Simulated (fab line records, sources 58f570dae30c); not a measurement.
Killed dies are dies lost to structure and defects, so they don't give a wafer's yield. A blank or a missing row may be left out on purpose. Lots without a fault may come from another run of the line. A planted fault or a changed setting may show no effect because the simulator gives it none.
Which tool did it? | flow berkeley_cmos170 | 7 lots, 21 wafers sampled, at 2 steps of a route of 331

WHAT THE GAUGES READ, wafer by wafer
UCB170_V1_BOW_MEAS_03.
lot  | measured     | on            | V1_BOW (um)
L429 | day 8 16:20  | film_metro-02 | 15 19 4
L432 | day 8 22:43  | film_metro-01 | 13 8 32
L434 | day 10 02:22 | film_metro-01 | 18 20 24
L438 | day 10 02:40 | film_metro-02 | 21 32 22
L439 | day 10 20:40 | film_metro-02 | 15 19 25
L447 | day 11 08:31 | film_metro-02 | 19 34 19
L451 | day 12 11:13 | film_metro-01 | 14 18 11

WHICH TOOL RAN EACH LOT (tool, then ch and the chambers of the sampled wafers, then the start)
lot  | UCB170_PWELL_STRIP_16
L429 | plasma_asher-03 ch 0,1, day 3 22:07
L432 | plasma_asher-02 ch 0, day 4 20:26
L434 | plasma_asher-03 ch 0,1, day 5 02:17
L438 | plasma_asher-02 ch 0,1, day 5 09:59
L439 | plasma_asher-02 ch 0,1, day 6 00:30
L447 | plasma_asher-03 ch 0,1, day 6 16:58
L451 | plasma_asher-01 ch 0,1, day 7 22:05
- UCB170_PWELL_STRIP_16: strips in O2.

THE ANSWER, worked out from the rows above alone
Rule: what is usual is taken from the lots themselves. Put in order of their means at a reading, lots are off if they are a third of the lots or fewer, leave a main group of 4 or more, and stand apart from it by a gap of 3 or more times the standard deviation of the main group's means; of several such gaps the widest counts. A main group whose means are all the same, to the digits that the tables above print for the reading, isn't used. A lot without any number at a reading at which 4 lots or more have one is off too. The other lots that the step has rows for count as sound.
No lot is off at any reading shown: from this, nothing can be told.

WHAT THE SIMULATOR HAD PUT IN
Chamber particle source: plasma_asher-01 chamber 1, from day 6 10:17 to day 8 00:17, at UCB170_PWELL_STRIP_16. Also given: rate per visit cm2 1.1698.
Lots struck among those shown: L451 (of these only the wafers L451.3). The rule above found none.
